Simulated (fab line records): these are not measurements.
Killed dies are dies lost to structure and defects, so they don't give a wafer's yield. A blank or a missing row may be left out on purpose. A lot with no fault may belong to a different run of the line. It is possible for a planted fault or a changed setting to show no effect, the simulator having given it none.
fab line records / flow rit_cmos
record: lots: 14 wafers: 42 last_day: 8
route steps=202 shown ACTIVE@16 PWELL@48 SPACER@129 CONTACT@175
lots untouched by any fault: they come from a run of this same line in which no faults occurred
start_h: the number of hours between the record's first day and the start of the first shown wafer of the lot / wait_h: hours since the lot's step before / " identical to the entry in the row above / L1.1+2: a single row standing in for several wafers / - no value present, or no start provided / * or withheld: withheld / < > ~ a bound
route shown NAME@n: names a module that has steps shown in the file, with the first one's number in the route / usual: the fault-free wafers' mean and standard deviation / same: alike in all rows / chamber/n: place in a boat / sites: readings site by site / _std_site: their standard deviation / _edge_site: the outer-site mean with the inner-site mean subtracted / radius_mm: for every site, how far away it sits from the centre of the wafer / mask NAME#n: copy n / behind: the tool/chamber that last shaped the wafer / hold: the reason the lot was held/the length of the hold in hours/how it ended / device: whichever transistor did not switch (one of n, p or np) / end of line: the route-end tests of the same wafers / a step given without rows: its recipe and nothing more / killed: dies that structure and defects cost at the first sort, which is not the same as the wafer's yield / map: a wafer's dies, x killed, . not, _ none there
set.NAME: setting as actually run; set.NAME@STEP: the setting as run at that earlier step / model.NAME: the simulator's own value behind a step, which no gauge read
route steps across a sampled set of lots; one table per step, one row per wafer
services: when a tool's chamber went out of use (start_h, in hours from the record's first day, below 0 if earlier), for how many hours, and the reason
== steps ==
step: RIT_ACTIVE_CD_MEAS_90
recipe: target_cd_nm: 1400
usual: cd_nm: 1399.4/2.5
lot.wafer=L601.2 tool=cd_sem-01 chamber=- start_h=21.13 wait_h=0.1 cd_nm=1402.9
lot.wafer=L601.4 tool=cd_sem-01 chamber=- start_h=21.13 wait_h=0.1 cd_nm=1404.5
lot.wafer=L601.5 tool=cd_sem-01 chamber=- start_h=21.13 wait_h=0.1 cd_nm=1403.4
lot.wafer=L602.3 tool=cd_sem-02 chamber=- start_h=27.17 wait_h=0.1 cd_nm=1400.7
lot.wafer=L602.4 tool=cd_sem-02 chamber=- start_h=27.17 wait_h=0.1 cd_nm=1398.1
lot.wafer=L602.5 tool=cd_sem-02 chamber=- start_h=27.17 wait_h=0.1 cd_nm=1400.4
lot.wafer=L604.4 tool=cd_sem-01 chamber=- start_h=37.47 wait_h=0.1 cd_nm=1403.6
lot.wafer=L604.5 tool=cd_sem-01 chamber=- start_h=37.47 wait_h=0.1 cd_nm=1400.3
lot.wafer=L604.6 tool=cd_sem-01 chamber=- start_h=37.47 wait_h=0.1 cd_nm=1401.9
lot.wafer=L605.3 tool=cd_sem-02 chamber=- start_h=46.34 wait_h=0.1 cd_nm=1401.4
lot.wafer=L605.4 tool=cd_sem-02 chamber=- start_h=46.34 wait_h=0.1 cd_nm=1399.0
lot.wafer=L605.5 tool=cd_sem-02 chamber=- start_h=46.34 wait_h=0.1 cd_nm=1400.0
lot.wafer=L611.1 tool=cd_sem-01 chamber=- start_h=70.48 wait_h=0.1 cd_nm=1399.4
lot.wafer=L611.2 tool=cd_sem-01 chamber=- start_h=70.48 wait_h=0.1 cd_nm=1400.2
lot.wafer=L611.5 tool=cd_sem-01 chamber=- start_h=70.48 wait_h=0.1 cd_nm=1399.5
lot.wafer=L612.2 tool=cd_sem-01 chamber=- start_h=75.43 wait_h=0.1 cd_nm=1396.2
lot.wafer=L612.3 tool=cd_sem-01 chamber=- start_h=75.43 wait_h=0.1 cd_nm=1399.1
lot.wafer=L612.5 tool=cd_sem-01 chamber=- start_h=75.43 wait_h=0.1 cd_nm=1398.5
lot.wafer=L613.1 tool=cd_sem-01 chamber=- start_h=83.47 wait_h=0.1 cd_nm=1401.3
lot.wafer=L613.3 tool=cd_sem-01 chamber=- start_h=83.47 wait_h=0.1 cd_nm=1400.6
lot.wafer=L613.5 tool=cd_sem-01 chamber=- start_h=83.47 wait_h=0.1 cd_nm=1402.3
lot.wafer=L615.2 tool=cd_sem-02 chamber=- start_h=91.72 wait_h=0.1 cd_nm=1401.9
lot.wafer=L615.4 tool=cd_sem-02 chamber=- start_h=91.72 wait_h=0.1 cd_nm=1400.8
lot.wafer=L615.6 tool=cd_sem-02 chamber=- start_h=91.72 wait_h=0.1 cd_nm=1398.3
lot.wafer=L617.1 tool=cd_sem-01 chamber=- start_h=101.72 wait_h=0.1 cd_nm=1397.5
lot.wafer=L617.2 tool=cd_sem-01 chamber=- start_h=101.72 wait_h=0.1 cd_nm=1400.2
lot.wafer=L617.5 tool=cd_sem-01 chamber=- start_h=101.72 wait_h=0.1 cd_nm=1398.8
lot.wafer=L618.1 tool=cd_sem-01 chamber=- start_h=105.14 wait_h=0.1 cd_nm=1401.0
lot.wafer=L618.2 tool=cd_sem-01 chamber=- start_h=105.14 wait_h=0.1 cd_nm=1403.9
lot.wafer=L618.5 tool=cd_sem-01 chamber=- start_h=105.14 wait_h=0.1 cd_nm=1403.5
lot.wafer=L619.3 tool=cd_sem-01 chamber=- start_h=110.06 wait_h=0.1 cd_nm=1397.2
lot.wafer=L619.4 tool=cd_sem-01 chamber=- start_h=110.06 wait_h=0.1 cd_nm=1395.7
lot.wafer=L619.6 tool=cd_sem-01 chamber=- start_h=110.06 wait_h=0.1 cd_nm=1396.7
lot.wafer=L620.3 tool=cd_sem-01 chamber=- start_h=116.99 wait_h=0.1 cd_nm=1396.5
lot.wafer=L620.4 tool=cd_sem-01 chamber=- start_h=116.99 wait_h=0.1 cd_nm=1394.5
lot.wafer=L620.6 tool=cd_sem-01 chamber=- start_h=116.99 wait_h=0.1 cd_nm=1394.6
lot.wafer=L621.1 tool=cd_sem-02 chamber=- start_h=120.14 wait_h=0.1 cd_nm=1399.1
lot.wafer=L621.2 tool=cd_sem-02 chamber=- start_h=120.14 wait_h=0.1 cd_nm=1401.1
lot.wafer=L621.6 tool=cd_sem-02 chamber=- start_h=120.14 wait_h=0.1 cd_nm=1399.1
lot.wafer=L623.3 tool=cd_sem-01 chamber=- start_h=132.29 wait_h=0.1 cd_nm=1395.3
lot.wafer=L623.5 tool=cd_sem-01 chamber=- start_h=132.29 wait_h=0.1 cd_nm=1394.6
lot.wafer=L623.6 tool=cd_sem-01 chamber=- start_h=132.29 wait_h=0.1 cd_nm=1395.7
step: RIT_PWELL_STRIP_09
recipe: chemistry: O2 time_s: 180 resist: NOVOLAK platen_temp_c: withheld power_w: 500 pressure_mtorr: 4000 o2_flow_sccm: 4000
usual: drypump_motor_current_A: 5.85/0.22
lot.wafer=L601.2 tool=plasma_asher-01 chamber=1 start_h=30.78 wait_h=0.1 drypump_motor_current_A=5.74 rf_hours_counter_h=38
lot.wafer=L601.4 tool=plasma_asher-01 chamber=0 start_h=30.78 wait_h=0.1 drypump_motor_current_A=5.66 rf_hours_counter_h=-
lot.wafer=L601.5 tool=plasma_asher-01 chamber=1 start_h=30.78 wait_h=0.1 drypump_motor_current_A=5.72 rf_hours_counter_h=-
lot.wafer=L602.3 tool=plasma_asher-02 chamber=1 start_h=34.34 wait_h=0.1 drypump_motor_current_A=6.02 rf_hours_counter_h=-
lot.wafer=L602.4 tool=plasma_asher-02 chamber=0 start_h=34.34 wait_h=0.1 drypump_motor_current_A=6.25 rf_hours_counter_h=-
lot.wafer=L602.5 tool=plasma_asher-02 chamber=0 start_h=34.34 wait_h=0.1 drypump_motor_current_A=6.24 rf_hours_counter_h=-
lot.wafer=L604.4 tool=plasma_asher-02 chamber=1 start_h=50.03 wait_h=0.1 drypump_motor_current_A=5.96 rf_hours_counter_h=-
lot.wafer=L604.5 tool=plasma_asher-02 chamber=1 start_h=50.03 wait_h=0.1 drypump_motor_current_A=5.98 rf_hours_counter_h=-
lot.wafer=L604.6 tool=plasma_asher-02 chamber=0 start_h=50.03 wait_h=0.1 drypump_motor_current_A=6.24 rf_hours_counter_h=-
lot.wafer=L605.3 tool=plasma_asher-03 chamber=0 start_h=54.41 wait_h=0.1 drypump_motor_current_A=5.68 rf_hours_counter_h=-
lot.wafer=L605.4 tool=plasma_asher-03 chamber=1 start_h=54.41 wait_h=0.1 drypump_motor_current_A=5.73 rf_hours_counter_h=-
lot.wafer=L605.5 tool=plasma_asher-03 chamber=1 start_h=54.41 wait_h=0.1 drypump_motor_current_A=5.73 rf_hours_counter_h=-
lot.wafer=L611.1 tool=plasma_asher-01 chamber=0 start_h=79.31 wait_h=0.1 drypump_motor_current_A=5.63 rf_hours_counter_h=43
lot.wafer=L611.2 tool=plasma_asher-01 chamber=1 start_h=79.31 wait_h=0.1 drypump_motor_current_A=5.71 rf_hours_counter_h=43
lot.wafer=L611.5 tool=plasma_asher-01 chamber=0 start_h=79.31 wait_h=0.1 drypump_motor_current_A=5.64 rf_hours_counter_h=-
lot.wafer=L612.2 tool=plasma_asher-03 chamber=0 start_h=86.14 wait_h=0.1 drypump_motor_current_A=5.66 rf_hours_counter_h=46
lot.wafer=L612.3 tool=plasma_asher-03 chamber=1 start_h=86.14 wait_h=0.1 drypump_motor_current_A=5.73 rf_hours_counter_h=-
lot.wafer=L612.5 tool=plasma_asher-03 chamber=0 start_h=86.14 wait_h=0.1 drypump_motor_current_A=5.64 rf_hours_counter_h=-
lot.wafer=L613.1 tool=plasma_asher-02 chamber=0 start_h=90.93 wait_h=0.1 drypump_motor_current_A=6.24 rf_hours_counter_h=29
lot.wafer=L613.3 tool=plasma_asher-02 chamber=1 start_h=90.93 wait_h=0.1 drypump_motor_current_A=6.00 rf_hours_counter_h=-
lot.wafer=L613.5 tool=plasma_asher-02 chamber=0 start_h=90.93 wait_h=0.1 drypump_motor_current_A=6.23 rf_hours_counter_h=-
lot.wafer=L615.2 tool=plasma_asher-02 chamber=1 start_h=99.58 wait_h=0.1 drypump_motor_current_A=5.96 rf_hours_counter_h=30
lot.wafer=L615.4 tool=plasma_asher-02 chamber=1 start_h=99.58 wait_h=0.1 drypump_motor_current_A=5.98 rf_hours_counter_h=-
lot.wafer=L615.6 tool=plasma_asher-02 chamber=1 start_h=99.58 wait_h=0.1 drypump_motor_current_A=5.95 rf_hours_counter_h=-
lot.wafer=L617.1 tool=plasma_asher-03 chamber=0 start_h=109.04 wait_h=0.1 drypump_motor_current_A=5.66 rf_hours_counter_h=49
lot.wafer=L617.2 tool=plasma_asher-03 chamber=1 start_h=109.04 wait_h=0.1 drypump_motor_current_A=5.73 rf_hours_counter_h=49
lot.wafer=L617.5 tool=plasma_asher-03 chamber=1 start_h=109.04 wait_h=0.1 drypump_motor_current_A=5.74 rf_hours_counter_h=-
lot.wafer=L618.1 tool=plasma_asher-03 chamber=1 start_h=113.18 wait_h=0.1 drypump_motor_current_A=5.71 rf_hours_counter_h=49
lot.wafer=L618.2 tool=plasma_asher-03 chamber=0 start_h=113.18 wait_h=0.1 drypump_motor_current_A=5.68 rf_hours_counter_h=49
lot.wafer=L618.5 tool=plasma_asher-03 chamber=0 start_h=113.18 wait_h=0.1 drypump_motor_current_A=5.67 rf_hours_counter_h=-
lot.wafer=L619.3 tool=plasma_asher-02 chamber=0 start_h=120.02 wait_h=0.1 drypump_motor_current_A=6.26 rf_hours_counter_h=-
lot.wafer=L619.4 tool=plasma_asher-02 chamber=1 start_h=120.02 wait_h=0.1 drypump_motor_current_A=5.96 rf_hours_counter_h=-
lot.wafer=L619.6 tool=plasma_asher-02 chamber=1 start_h=120.02 wait_h=0.1 drypump_motor_current_A=5.97 rf_hours_counter_h=-
lot.wafer=L620.3 tool=plasma_asher-02 chamber=0 start_h=125.69 wait_h=0.1 drypump_motor_current_A=6.25 rf_hours_counter_h=-
lot.wafer=L620.4 tool=plasma_asher-02 chamber=1 start_h=125.69 wait_h=0.1 drypump_motor_current_A=6.00 rf_hours_counter_h=-
lot.wafer=L620.6 tool=plasma_asher-02 chamber=0 start_h=125.69 wait_h=0.1 drypump_motor_current_A=6.24 rf_hours_counter_h=-
lot.wafer=L621.1 tool=plasma_asher-02 chamber=0 start_h=132.11 wait_h=0.1 drypump_motor_current_A=6.25 rf_hours_counter_h=33
lot.wafer=L621.2 tool=plasma_asher-02 chamber=1 start_h=132.11 wait_h=0.1 drypump_motor_current_A=5.96 rf_hours_counter_h=33
lot.wafer=L621.6 tool=plasma_asher-02 chamber=1 start_h=132.11 wait_h=0.1 drypump_motor_current_A=5.96 rf_hours_counter_h=-
lot.wafer=L623.3 tool=plasma_asher-02 chamber=0 start_h=142.57 wait_h=0.1 drypump_motor_current_A=6.26 rf_hours_counter_h=-
lot.wafer=L623.5 tool=plasma_asher-02 chamber=1 start_h=142.57 wait_h=0.1 drypump_motor_current_A=6.00 rf_hours_counter_h=-
lot.wafer=L623.6 tool=plasma_asher-02 chamber=0 start_h=142.57 wait_h=0.1 drypump_motor_current_A=6.24 rf_hours_counter_h=-
step: RIT_SPACER_THK_MEAS_04
recipe: reads: Si3N4_of_SPACER_CVD_03
usual: SPACER_NITRIDE_THK: 250.9/2.1
lot.wafer=L601.2 tool=film_metro-01 chamber=- start_h=58.38 wait_h=0.0 SPACER_NITRIDE_THK[nm]=250.3
lot.wafer=L601.4 tool=film_metro-01 chamber=- start_h=58.38 wait_h=0.0 SPACER_NITRIDE_THK[nm]=252.1
lot.wafer=L601.5 tool=film_metro-01 chamber=- start_h=58.38 wait_h=0.0 SPACER_NITRIDE_THK[nm]=250.3
lot.wafer=L602.3 tool=film_metro-02 chamber=- start_h=58.71 wait_h=0.0 SPACER_NITRIDE_THK[nm]=254.5
lot.wafer=L602.4 tool=film_metro-02 chamber=- start_h=58.71 wait_h=0.0 SPACER_NITRIDE_THK[nm]=251.9
lot.wafer=L602.5 tool=film_metro-02 chamber=- start_h=58.71 wait_h=0.0 SPACER_NITRIDE_THK[nm]=253.1
lot.wafer=L604.4 tool=film_metro-04 chamber=- start_h=77.75 wait_h=0.0 SPACER_NITRIDE_THK[nm]=254.2
lot.wafer=L604.5 tool=film_metro-04 chamber=- start_h=77.75 wait_h=0.0 SPACER_NITRIDE_THK[nm]=255.1
lot.wafer=L604.6 tool=film_metro-04 chamber=- start_h=77.75 wait_h=0.0 SPACER_NITRIDE_THK[nm]=256.1
lot.wafer=L605.3 tool=film_metro-01 chamber=- start_h=80.43 wait_h=0.0 SPACER_NITRIDE_THK[nm]=251.2
lot.wafer=L605.4 tool=film_metro-01 chamber=- start_h=80.43 wait_h=0.0 SPACER_NITRIDE_THK[nm]=253.7
lot.wafer=L605.5 tool=film_metro-01 chamber=- start_h=80.43 wait_h=0.0 SPACER_NITRIDE_THK[nm]=253.3
lot.wafer=L611.1 tool=film_metro-02 chamber=- start_h=105.55 wait_h=0.0 SPACER_NITRIDE_THK[nm]=248.3
lot.wafer=L611.2 tool=film_metro-02 chamber=- start_h=105.55 wait_h=0.0 SPACER_NITRIDE_THK[nm]=245.7
lot.wafer=L611.5 tool=film_metro-02 chamber=- start_h=105.55 wait_h=0.0 SPACER_NITRIDE_THK[nm]=246.9
lot.wafer=L612.2 tool=film_metro-01 chamber=- start_h=112.92 wait_h=0.0 SPACER_NITRIDE_THK[nm]=253.1
lot.wafer=L612.3 tool=film_metro-01 chamber=- start_h=112.92 wait_h=0.0 SPACER_NITRIDE_THK[nm]=252.9
lot.wafer=L612.5 tool=film_metro-01 chamber=- start_h=112.92 wait_h=0.0 SPACER_NITRIDE_THK[nm]=251.0
lot.wafer=L613.1 tool=film_metro-02 chamber=- start_h=115.19 wait_h=0.0 SPACER_NITRIDE_THK[nm]=253.9
lot.wafer=L613.3 tool=film_metro-02 chamber=- start_h=115.19 wait_h=0.0 SPACER_NITRIDE_THK[nm]=254.5
lot.wafer=L613.5 tool=film_metro-02 chamber=- start_h=115.19 wait_h=0.0 SPACER_NITRIDE_THK[nm]=254.0
lot.wafer=L615.2 tool=film_metro-04 chamber=- start_h=127.83 wait_h=0.0 SPACER_NITRIDE_THK[nm]=249.6
lot.wafer=L615.4 tool=film_metro-04 chamber=- start_h=127.83 wait_h=0.0 SPACER_NITRIDE_THK[nm]=247.2
lot.wafer=L615.6 tool=film_metro-04 chamber=- start_h=127.83 wait_h=0.0 SPACER_NITRIDE_THK[nm]=247.0
lot.wafer=L617.1 tool=film_metro-02 chamber=- start_h=133.75 wait_h=0.0 SPACER_NITRIDE_THK[nm]=251.0
lot.wafer=L617.2 tool=film_metro-02 chamber=- start_h=133.75 wait_h=0.0 SPACER_NITRIDE_THK[nm]=249.0
lot.wafer=L617.5 tool=film_metro-02 chamber=- start_h=133.75 wait_h=0.0 SPACER_NITRIDE_THK[nm]=248.4
lot.wafer=L618.1 tool=film_metro-04 chamber=- start_h=143.81 wait_h=0.0 SPACER_NITRIDE_THK[nm]=252.9
lot.wafer=L618.2 tool=film_metro-04 chamber=- start_h=143.81 wait_h=0.0 SPACER_NITRIDE_THK[nm]=252.4
lot.wafer=L618.5 tool=film_metro-04 chamber=- start_h=143.81 wait_h=0.0 SPACER_NITRIDE_THK[nm]=250.8
lot.wafer=L619.3 tool=film_metro-02 chamber=- start_h=148.82 wait_h=0.0 SPACER_NITRIDE_THK[nm]=252.3
lot.wafer=L619.4 tool=film_metro-02 chamber=- start_h=148.82 wait_h=0.0 SPACER_NITRIDE_THK[nm]=251.5
lot.wafer=L619.6 tool=film_metro-02 chamber=- start_h=148.82 wait_h=0.0 SPACER_NITRIDE_THK[nm]=251.9
lot.wafer=L620.3 tool=film_metro-04 chamber=- start_h=159.15 wait_h=0.0 SPACER_NITRIDE_THK[nm]=250.9
lot.wafer=L620.4 tool=film_metro-04 chamber=- start_h=159.15 wait_h=0.0 SPACER_NITRIDE_THK[nm]=251.5
lot.wafer=L620.6 tool=film_metro-04 chamber=- start_h=159.15 wait_h=0.0 SPACER_NITRIDE_THK[nm]=249.6
lot.wafer=L621.1 tool=film_metro-04 chamber=- start_h=165.40 wait_h=0.0 SPACER_NITRIDE_THK[nm]=249.9
lot.wafer=L621.2 tool=film_metro-04 chamber=- start_h=165.40 wait_h=0.0 SPACER_NITRIDE_THK[nm]=250.0
lot.wafer=L621.6 tool=film_metro-04 chamber=- start_h=165.40 wait_h=0.0 SPACER_NITRIDE_THK[nm]=247.8
lot.wafer=L623.3 tool=film_metro-04 chamber=- start_h=174.85 wait_h=0.0 SPACER_NITRIDE_THK[nm]=252.6
lot.wafer=L623.5 tool=film_metro-04 chamber=- start_h=174.85 wait_h=0.0 SPACER_NITRIDE_THK[nm]=250.4
lot.wafer=L623.6 tool=film_metro-04 chamber=- start_h=174.85 wait_h=0.0 SPACER_NITRIDE_THK[nm]=252.3
step: RIT_CONTACT_DEVELOP_07
recipe: resist: NOVOLAK develop_time_s: 120 dev_temp_c: 23
usual: chill_plate_temp_C: 23.02/0.11 develop_time_s: 120/0
lot.wafer=L601.2 tool=litho_track-03 chamber=0 start_h=64 wait_h=- chill_plate_temp_C=23.15 develop_time_s=120
lot.wafer=L601.4 tool=litho_track-03 chamber=0 start_h=64 wait_h=- chill_plate_temp_C=23.03 develop_time_s=120
lot.wafer=L601.5 tool=litho_track-03 chamber=0 start_h=64 wait_h=- chill_plate_temp_C=23.10 develop_time_s=120
lot.wafer=L602.3 tool=litho_track-02 chamber=0 start_h=64 wait_h=- chill_plate_temp_C=23.04 develop_time_s=120
lot.wafer=L602.4 tool=litho_track-02 chamber=0 start_h=64 wait_h=- chill_plate_temp_C=22.88 develop_time_s=120
lot.wafer=L602.5 tool=litho_track-02 chamber=0 start_h=64 wait_h=- chill_plate_temp_C=23.16 develop_time_s=120
lot.wafer=L604.4 tool=litho_track-03 chamber=- start_h=83 wait_h=- chill_plate_temp_C=- develop_time_s=-
lot.wafer=L604.5 tool=litho_track-03 chamber=- start_h=83 wait_h=- chill_plate_temp_C=- develop_time_s=-
lot.wafer=L604.6 tool=litho_track-03 chamber=- start_h=83 wait_h=- chill_plate_temp_C=- develop_time_s=-
lot.wafer=L605.3 tool=litho_track-02 chamber=- start_h=86 wait_h=- chill_plate_temp_C=- develop_time_s=-
lot.wafer=L605.4 tool=litho_track-02 chamber=- start_h=86 wait_h=- chill_plate_temp_C=- develop_time_s=-
lot.wafer=L605.5 tool=litho_track-02 chamber=- start_h=86 wait_h=- chill_plate_temp_C=- develop_time_s=-
lot.wafer=L611.1 tool=litho_track-03 chamber=0 start_h=110 wait_h=- chill_plate_temp_C=23.07 develop_time_s=120
lot.wafer=L611.2 tool=litho_track-03 chamber=0 start_h=111 wait_h=- chill_plate_temp_C=23.07 develop_time_s=120
lot.wafer=L611.5 tool=litho_track-03 chamber=0 start_h=111 wait_h=- chill_plate_temp_C=23.01 develop_time_s=120
lot.wafer=L612.2 tool=litho_track-02 chamber=0 start_h=118 wait_h=- chill_plate_temp_C=23.02 develop_time_s=120
lot.wafer=L612.3 tool=litho_track-02 chamber=0 start_h=118 wait_h=- chill_plate_temp_C=22.95 develop_time_s=120
lot.wafer=L612.5 tool=litho_track-02 chamber=0 start_h=119 wait_h=- chill_plate_temp_C=23.13 develop_time_s=120
lot.wafer=L613.1 tool=litho_track-04 chamber=0 start_h=121 wait_h=- chill_plate_temp_C=23.09 develop_time_s=120
lot.wafer=L613.3 tool=litho_track-04 chamber=0 start_h=121 wait_h=- chill_plate_temp_C=23.17 develop_time_s=120
lot.wafer=L613.5 tool=litho_track-04 chamber=0 start_h=121 wait_h=- chill_plate_temp_C=22.97 develop_time_s=120
lot.wafer=L615.2 tool=litho_track-02 chamber=0 start_h=133 wait_h=- chill_plate_temp_C=23.24 develop_time_s=120
lot.wafer=L615.4 tool=litho_track-02 chamber=0 start_h=133 wait_h=- chill_plate_temp_C=23.20 develop_time_s=120
lot.wafer=L615.6 tool=litho_track-02 chamber=0 start_h=133 wait_h=- chill_plate_temp_C=23.04 develop_time_s=120
lot.wafer=L617.1 tool=litho_track-03 chamber=0 start_h=139 wait_h=- chill_plate_temp_C=22.98 develop_time_s=120
lot.wafer=L617.2 tool=litho_track-03 chamber=0 start_h=139 wait_h=- chill_plate_temp_C=23.11 develop_time_s=120
lot.wafer=L617.5 tool=litho_track-03 chamber=0 start_h=139 wait_h=- chill_plate_temp_C=23.17 develop_time_s=120
lot.wafer=L618.1 tool=litho_track-04 chamber=0 start_h=149 wait_h=- chill_plate_temp_C=23.07 develop_time_s=120
lot.wafer=L618.2 tool=litho_track-04 chamber=0 start_h=149 wait_h=- chill_plate_temp_C=22.88 develop_time_s=120
lot.wafer=L618.5 tool=litho_track-04 chamber=0 start_h=149 wait_h=- chill_plate_temp_C=22.90 develop_time_s=120
lot.wafer=L619.3 tool=litho_track-04 chamber=0 start_h=154 wait_h=- chill_plate_temp_C=22.90 develop_time_s=120
lot.wafer=L619.4 tool=litho_track-04 chamber=0 start_h=154 wait_h=- chill_plate_temp_C=23.16 develop_time_s=120
lot.wafer=L619.6 tool=litho_track-04 chamber=0 start_h=154 wait_h=- chill_plate_temp_C=23.10 develop_time_s=120
lot.wafer=L620.3 tool=litho_track-02 chamber=0 start_h=164 wait_h=- chill_plate_temp_C=23.01 develop_time_s=120
lot.wafer=L620.4 tool=litho_track-02 chamber=0 start_h=164 wait_h=- chill_plate_temp_C=23.09 develop_time_s=120
lot.wafer=L620.6 tool=litho_track-02 chamber=0 start_h=164 wait_h=- chill_plate_temp_C=23.08 develop_time_s=120
lot.wafer=L621.1 tool=litho_track-02 chamber=0 start_h=170 wait_h=- chill_plate_temp_C=23.08 develop_time_s=120
lot.wafer=L621.2 tool=litho_track-02 chamber=0 start_h=171 wait_h=- chill_plate_temp_C=23.00 develop_time_s=120
lot.wafer=L621.6 tool=litho_track-02 chamber=0 start_h=171 wait_h=- chill_plate_temp_C=23.01 develop_time_s=120
lot.wafer=L623.3 tool=litho_track-03 chamber=0 start_h=180 wait_h=- chill_plate_temp_C=22.86 develop_time_s=120
lot.wafer=L623.5 tool=litho_track-03 chamber=0 start_h=180 wait_h=- chill_plate_temp_C=23.00 develop_time_s=120
lot.wafer=L623.6 tool=litho_track-03 chamber=0 start_h=180 wait_h=- chill_plate_temp_C=23.06 develop_time_s=120
== services ==
tool=plasma_asher-01 chamber=- start_h=89.30 hours=3.2 kind=repair
tool=plasma_asher-01 chamber=- start_h=108.80 hours=9.0 kind=pm
tool=plasma_asher-01 chamber=0 start_h=108.80 hours=9.0 kind=vent_cycle
tool=plasma_asher-01 chamber=1 start_h=108.80 hours=9.0 kind=vent_cycle
tool=plasma_asher-01 chamber=0 start_h=117.80 hours=- kind=clean
tool=plasma_asher-01 chamber=1 start_h=117.80 hours=- kind=clean
== key ==
first_sign: step: RIT_CONTACT_DEVELOP_07 reading: tool_record direction: missing
effect none on later readings
met_at RIT_CONTACT_DEVELOP_07
struck_lots L604,L605
later_rows_left_out L604.4,L604.5,L604.6,L605.3,L605.4,L605.5
sort_left_out L604.4,L604.5,L604.6,L605.3,L605.4,L605.5
tester_left_out L604,L605
not_acting_at RIT_ACTIVE_CD_MEAS_90,RIT_PWELL_STRIP_09,RIT_SPACER_THK_MEAS_04
onset_between 64 83
fault: kind: skipped_step_whole tool: litho_track-02,litho_track-03 chamber: - onset_h: 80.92 steps: RIT_CONTACT_DEVELOP_07 scope: struck_lots_only
tester_left_out: of these lots the tester's yield and bins aren't shown, on N5 and GAA mostly nor the transistor test; their killed dies are dies lost to structure and defects alone, not to doping, threshold or leakage, so they don't give the yield
sort_left_out: the simulated sort isn't trusted on such a fault, so these wafers' sort isn't shown, and their yield isn't known
later_rows_left_out: the simulator's readings of these wafers behind a module that went badly wrong aren't trusted and aren't shown, but for the sort
